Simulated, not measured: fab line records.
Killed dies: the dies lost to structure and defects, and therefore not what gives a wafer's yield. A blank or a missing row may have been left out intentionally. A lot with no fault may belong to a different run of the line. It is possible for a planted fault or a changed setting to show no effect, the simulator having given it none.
Which tool was responsible? ; flow berkeley_cmos170 ; 42 wafers from 14 lots sampled at 4 of the route's 331 steps

== WHAT EACH GAUGE READ, for each wafer ==
UCB170_NVT_OVL_MEAS_06. Usual: NVT_OVL typically reads -3 nm, with standard deviation 5.5.
lot;measured;on;NVT_OVL (nm);flag
L198;day 5 10:02;overlay-01;8 0 0;
L199;day 5 10:08;overlay-02;2 -6 -10;
L200;day 5 10:38;overlay-02;3 0 -3;
L201;day 5 23:56;overlay-02;-3 -2 -5;
L202;day 6 00:04;overlay-01;-3 -12 -4;
L203;day 6 12:50;overlay-02;-2 2 3;
L204;day 6 13:07;overlay-02;-8 -3 -15;
L215;day 8 23:02;overlay-02;-8 2 -6;
L216;day 9 05:20;overlay-01;0 -2 -2;
L218;day 9 16:46;overlay-02;-3 -5 -2;
L217;day 9 17:04;overlay-01;-16 -2 -8;
L220;day 9 23:38;overlay-02;2 4 7;
L219;day 9 23:50;overlay-02;2 3 7;
L221;day 10 16:52;overlay-01;-10 -8 -6;

UCB170_GATE_THK_MEAS_05. Usual: GATE_POLY_THK typically reads 214.3 nm, with standard deviation 2.
lot;measured;on;GATE_POLY_THK (nm);flag
L198;day 5 21:55;film_metro-02;210.9 213.6 212.8;
L199;day 5 21:58;film_metro-02;217.4 217.7 216.7;
L200;day 5 21:55;film_metro-04;212.5 212.8 213.1;
L201;day 6 13:51;film_metro-04;214.5 214.7 215.4;
L202;day 6 13:50;film_metro-01;214.0 213.4 213.2;
L203;day 7 03:30;film_metro-02;215.9 214.0 214.7;
L204;day 7 03:30;film_metro-04;215.5 212.9 214.8;
L215;day 9 15:01;film_metro-01;208.0 209.7 210.5;
L216;day 9 15:01;film_metro-02;212.5 211.4 214.7;
L218;day 10 08:05;film_metro-02;213.1 214.8 214.5;
L217;day 10 08:05;film_metro-04;215.2 214.2 215.4;
L220;day 10 18:06;film_metro-01;214.2 213.2 214.4;
L219;day 10 18:06;film_metro-02;210.4 210.6 210.2;
L221;day 11 07:22;film_metro-04;213.4 212.2 213.0;

UCB170_SDANNEAL_RS_MEAS_04: the measuring method here is four-point-probe. Usual: PLDD_RS typically reads 1031.6 ohm/sq, with standard deviation 2.9.
lot;measured;on;PLDD_RS (ohm/sq);flag
L198;day 6 12:29;film_metro-03;1037.6 1034.7 1037.3;
L199;day 6 15:57;film_metro-03;1033.0 1033.6 1034.5;
L200;day 6 13:20;film_metro-04;1031.3 1032.2 1028.7;
L201;day 7 06:14;film_metro-04;1030.0 1030.2 1030.3;
L202;day 7 06:00;film_metro-01;1029.3 1030.2 1030.4;
L203;day 7 18:29;film_metro-03;1038.2 1034.1 1033.0;
L204;day 7 18:40;film_metro-04;1031.0 1035.4 1032.5;
L215;day 10 10:41;film_metro-04;1031.9 1032.3 1030.1;
L216;day 10 10:41;film_metro-03;1036.1 1033.1 1033.6;
L218;day 11 01:05;film_metro-01;1034.8 1034.9 1035.3;
L217;day 11 01:03;film_metro-04;1033.3 1033.5 1031.2;
L220;day 11 11:09;film_metro-01;1030.9 1032.6 1032.6;
L219;day 11 10:48;film_metro-04;1030.1 1030.0 1032.7;
L221;day 12 00:28;film_metro-04;1028.0 1026.0 1025.5;

== WHAT TOOL EACH LOT RAN ON (gives the tool, then ch and the chambers of the sampled wafers, and finally the start) ==
lot;UCB170_PSD_CLEAN_11
L198;wet_bench-03 ch 3, day 6 09:40
L199;wet_bench-03 ch 3, day 6 10:01
L200;wet_bench-03 ch 0, day 6 09:50
L201;wet_bench-03 ch 2, day 7 03:10
L202;wet_bench-03 ch 3, day 7 02:53
L203;wet_bench-02 ch 2, day 7 15:35
L204;wet_bench-02 ch 2, day 7 15:35
L215;wet_bench-02 ch 3, day 10 07:20
L216;wet_bench-02 ch 2, day 10 07:20
L218;wet_bench-04 ch 0, day 10 21:22
L217;wet_bench-03 ch 2, day 10 21:38
L220;wet_bench-03 ch 1, day 11 07:00
L219;wet_bench-03 ch 3, day 11 07:00
L221;wet_bench-03 ch 2, day 11 20:40
- UCB170_PSD_CLEAN_11: cleans in SPM, time 600 s.

== WHAT THE TOOLS THEMSELVES READ (means of the sampled wafers that have a number; where no wafer has one, the mark that the record gives instead) ==
UCB170_PSD_CLEAN_11. Usual: bath_guard_temp_C 119.9 C, standard deviation 0.49; bath_heat_duty_pct 13.2 %, standard deviation 1.4.
lot;tool;bath_guard_temp_C (C);bath_heat_duty_pct (%);flag
L198;wet_bench-03;119.7;12.7;
L199;wet_bench-03;119.5;12.8;
L200;wet_bench-03;119.5;14.3;
L201;wet_bench-03;120.6;14.2;
L202;wet_bench-03;119.7;13.0;
L203;wet_bench-02;119.6;11.9;
L204;wet_bench-02;119.6;11.0;
L215;wet_bench-02;-;-;OFF
L216;wet_bench-02;-;-;OFF
L218;wet_bench-04;119.4;14.2;
L217;wet_bench-03;120.7;14.0;
L220;wet_bench-03;119.7;11.5;
L219;wet_bench-03;119.9;13.1;
L221;wet_bench-03;120.8;13.3;

== THE ANSWER, worked out from the rows above alone ==
Rule: take the mean of a lot's wafers that have a number; if it is more than 3 standard deviations from the usual mean, the lot is off. A lot without any number at a reading at which 4 lots or more have one is off too. Any other lot the step has rows for is counted as sound. First the gauges in route order, then the tools' own readings, where a lot's mean is used as printed above. At the first step where some lot is off, the reading lying furthest off is the one used; lots without a number count as furthest.
Off, at UCB170_PSD_CLEAN_11 on bath_guard_temp_C: L215, L216. Without a number there: L215, L216.
If a tool, at that step or one of the process steps before it, ran each lot that is off and ran no sound lot following the first of them, it fits. One fits: UCB170_PSD_CLEAN_11 on wet_bench-02. Its last sound lot is L203 (day 7 15:35), its first lot that is off L215 (day 10 07:20): a fault that began between those two fits.
Blank at UCB170_PSD_CLEAN_11 on the lots that are off, where sound lots have numbers: bath_guard_temp_C, bath_heat_duty_pct.

== WHAT THE SIMULATOR HAD INSERTED ==
Skipped step whole: wet_bench-02, from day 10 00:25 on, at UCB170_PSD_CLEAN_11. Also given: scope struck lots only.
Struck lots among those shown: L215, L216. The rule above found the same.
